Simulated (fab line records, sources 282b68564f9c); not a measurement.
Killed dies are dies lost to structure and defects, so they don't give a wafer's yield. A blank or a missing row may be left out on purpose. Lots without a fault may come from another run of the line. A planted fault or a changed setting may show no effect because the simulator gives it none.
Which tool did it? | flow rit_cmos | 14 lots, 42 wafers sampled, at 4 steps of a route of 202

WHAT THE GAUGES READ, wafer by wafer
RIT_NWELL_TW_MEAS_10. Usual: NWELL_TW 2143, standard deviation 12.
lot  | measured    | on            | NWELL_TW       | flag
L192 | day 1 21:58 | film_metro-04 | 2147 2146 2146 |
L194 | day 2 08:40 | film_metro-04 | 2138 2152 2158 |
L195 | day 2 11:49 | film_metro-04 | 2156 2148 2139 |
L196 | day 2 17:31 | film_metro-03 | 2138 2150 2135 |
L198 | day 3 02:49 | film_metro-04 | 2163 2160 2154 |
L201 | day 3 17:55 | film_metro-03 | 2149 2163 2145 |
L202 | day 3 22:55 | film_metro-01 | 2132 2128 2117 |
L204 | day 4 10:18 | film_metro-01 | 1990 1986 1985 | OFF
L205 | day 4 15:17 | film_metro-01 | 2148 2151 2141 |
L206 | day 4 18:49 | film_metro-03 | 2152 2146 2134 |
L209 | day 5 12:15 | film_metro-01 | 1970 1984 1977 | OFF
L211 | day 5 20:21 | film_metro-01 | 2122 2134 2129 |
L213 | day 6 06:00 | film_metro-03 | 2140 2141 2145 |
L215 | day 6 17:09 | film_metro-04 | 2142 2130 2142 |

RIT_WELLDRIVE_RS_MEAS_01: measures by four-point-probe. Usual: NWELL_RS 279.7 ohm/sq, standard deviation 0.75.
lot  | measured    | on            | NWELL_RS (ohm/sq) | flag
L192 | day 2 04:48 | film_metro-04 | 279.1 280.1 279.2 |
L194 | day 2 15:29 | film_metro-04 | 280.8 280.9 280.0 |
L195 | day 2 18:32 | film_metro-03 | 279.7 279.8 280.1 |
L196 | day 3 00:40 | film_metro-04 | 279.3 279.5 280.0 |
L198 | day 3 10:04 | film_metro-03 | 279.1 278.7 278.1 |
L201 | day 4 01:13 | film_metro-04 | 279.5 278.9 278.5 |
L202 | day 4 06:18 | film_metro-04 | 279.3 279.8 279.4 |
L204 | day 4 17:00 | film_metro-04 | 283.3 282.9 282.8 | OFF
L205 | day 4 21:59 | film_metro-04 | 279.3 280.1 280.8 |
L206 | day 5 01:31 | film_metro-04 | 278.7 278.7 279.0 |
L209 | day 5 19:58 | film_metro-04 | 282.9 281.3 282.5 | OFF
L211 | day 6 03:31 | film_metro-01 | 281.3 281.1 280.8 |
L213 | day 6 12:55 | film_metro-01 | 279.6 280.0 279.3 |
L215 | day 6 23:58 | film_metro-01 | 280.9 280.8 280.2 |

WHICH TOOL RAN EACH LOT (tool, then ch and the chambers of the sampled wafers, then the start)
lot  | RIT_NWELL_IMPLANT_08           | RIT_PWELL_STRIP_09
L192 | implanter-02 ch 0, day 1 21:40 | plasma_asher-03 ch 0,1, day 1 23:28
L194 | implanter-04 ch 0, day 2 08:21 | plasma_asher-03 ch 0,1, day 2 10:09
L195 | implanter-03 ch 0, day 2 11:29 | plasma_asher-03 ch 0,1, day 2 13:11
L196 | implanter-03 ch 0, day 2 17:11 | plasma_asher-02 ch 1, day 2 19:20
L198 | implanter-04 ch 0, day 3 02:31 | plasma_asher-03 ch 0,1, day 3 04:14
L201 | implanter-02 ch 0, day 3 17:36 | plasma_asher-03 ch 0,1, day 3 19:18
L202 | implanter-02 ch 0, day 3 22:36 | plasma_asher-04 ch 0,1, day 4 00:23
L204 | implanter-02 ch 0, day 4 09:59 | plasma_asher-03 ch 0,1, day 4 11:40
L205 | implanter-04 ch 0, day 4 14:58 | plasma_asher-03 ch 0,1, day 4 16:38
L206 | implanter-03 ch 0, day 4 18:31 | plasma_asher-04 ch 0,1, day 4 20:11
L209 | implanter-02 ch 0, day 5 11:56 | plasma_asher-04 ch 1, day 5 13:37
L211 | implanter-04 ch 0, day 5 20:04 | plasma_asher-03 ch 0,1, day 5 21:53
L213 | implanter-03 ch 0, day 6 05:40 | plasma_asher-04 ch 0,1, day 6 07:22
L215 | implanter-03 ch 0, day 6 16:50 | plasma_asher-04 ch 0,1, day 6 18:39
- RIT_NWELL_IMPLANT_08
- RIT_PWELL_STRIP_09: strips in O2, time 180 s.

WHAT THE TOOLS THEMSELVES READ (means of the sampled wafers that have a number; where no wafer has one, the mark that the record gives instead)
RIT_NWELL_IMPLANT_08. Usual: beam_energy_keV 170.01, standard deviation 0.056; dose_ions_cm2 4.876e+13, standard deviation 5.8e+10.
lot  | tool         | beam_energy_keV | dose_ions_cm2 | flag
L192 | implanter-02 | 170.08          | 4.872e+13     |
L194 | implanter-04 | 169.98          | 4.870e+13     |
L195 | implanter-03 | 169.91          | 4.871e+13     |
L196 | implanter-03 | 170.01          | 4.878e+13     |
L198 | implanter-04 | 170.08          | 4.871e+13     |
L201 | implanter-02 | 170.08          | 4.877e+13     |
L202 | implanter-02 | 170.01          | 4.878e+13     |
L204 | implanter-02 | 118.97          | 4.864e+13     | OFF
L205 | implanter-04 | 170.03          | 4.881e+13     |
L206 | implanter-03 | 169.99          | 4.880e+13     |
L209 | implanter-02 | 119.05          | 4.880e+13     | OFF
L211 | implanter-04 | 170.00          | 4.881e+13     |
L213 | implanter-03 | 170.01          | 4.879e+13     |
L215 | implanter-03 | 170.02          | 4.883e+13     |

RIT_PWELL_STRIP_09. Usual: drypump_motor_current_A 5.9 A, standard deviation 0.33.
lot  | tool            | drypump_motor_current_A (A) | flag
L192 | plasma_asher-03 | 6.0                         |
L194 | plasma_asher-03 | 5.9                         |
L195 | plasma_asher-03 | 5.9                         |
L196 | plasma_asher-02 | 6.0                         |
L198 | plasma_asher-03 | 5.9                         |
L201 | plasma_asher-03 | 6.0                         |
L202 | plasma_asher-04 | 6.0                         |
L204 | plasma_asher-03 | 5.9                         |
L205 | plasma_asher-03 | 5.8                         |
L206 | plasma_asher-04 | 5.6                         |
L209 | plasma_asher-04 | 5.3                         |
L211 | plasma_asher-03 | 5.8                         |
L213 | plasma_asher-04 | 6.0                         |
L215 | plasma_asher-04 | 6.0                         |

THE ANSWER, worked out from the rows above alone
Rule: a lot is off if the mean of its wafers that have a number lies more than 3 standard deviations from the usual mean. A lot without any number at a reading at which 4 lots or more have one is off too. The other lots that the step has rows for count as sound. The gauges are gone through in route order, then the tools' own readings, and for those a lot's mean is taken as printed above. The first step at which some lot is off is used, and at that step the reading that is off furthest; a lot without a number counts as furthest.
Off: L204, L209, at RIT_NWELL_TW_MEAS_10 (NWELL_TW).
A tool fits if, at a process step before that reading, it ran every lot that is off, and no sound lot after the first of them. The gauges at RIT_NWELL_TW_MEAS_10 aren't tried: what is off there is off at RIT_WELLDRIVE_RS_MEAS_01 too, on other tools, and a gauge's error can't cause that. One fits: implanter-02 at RIT_NWELL_IMPLANT_08. Its last sound lot is L202 (day 3 22:36), its first lot that is off L204 (day 4 09:59): a fault that began between those two fits.
The tool's own readings at RIT_NWELL_IMPLANT_08 bear it out: on the lots that are off they differ by more than 5 times the standard deviation of the sound lots' means. beam_energy_keV reads 119.01 there against 170.02 on the sound lots.

WHAT THE SIMULATOR HAD PUT IN
Process parameter drift: implanter-02, from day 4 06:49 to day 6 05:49, at RIT_NWELL_IMPLANT_08. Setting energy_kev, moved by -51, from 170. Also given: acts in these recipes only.
Lots struck among those shown: L204, L209. The rule above found the same.
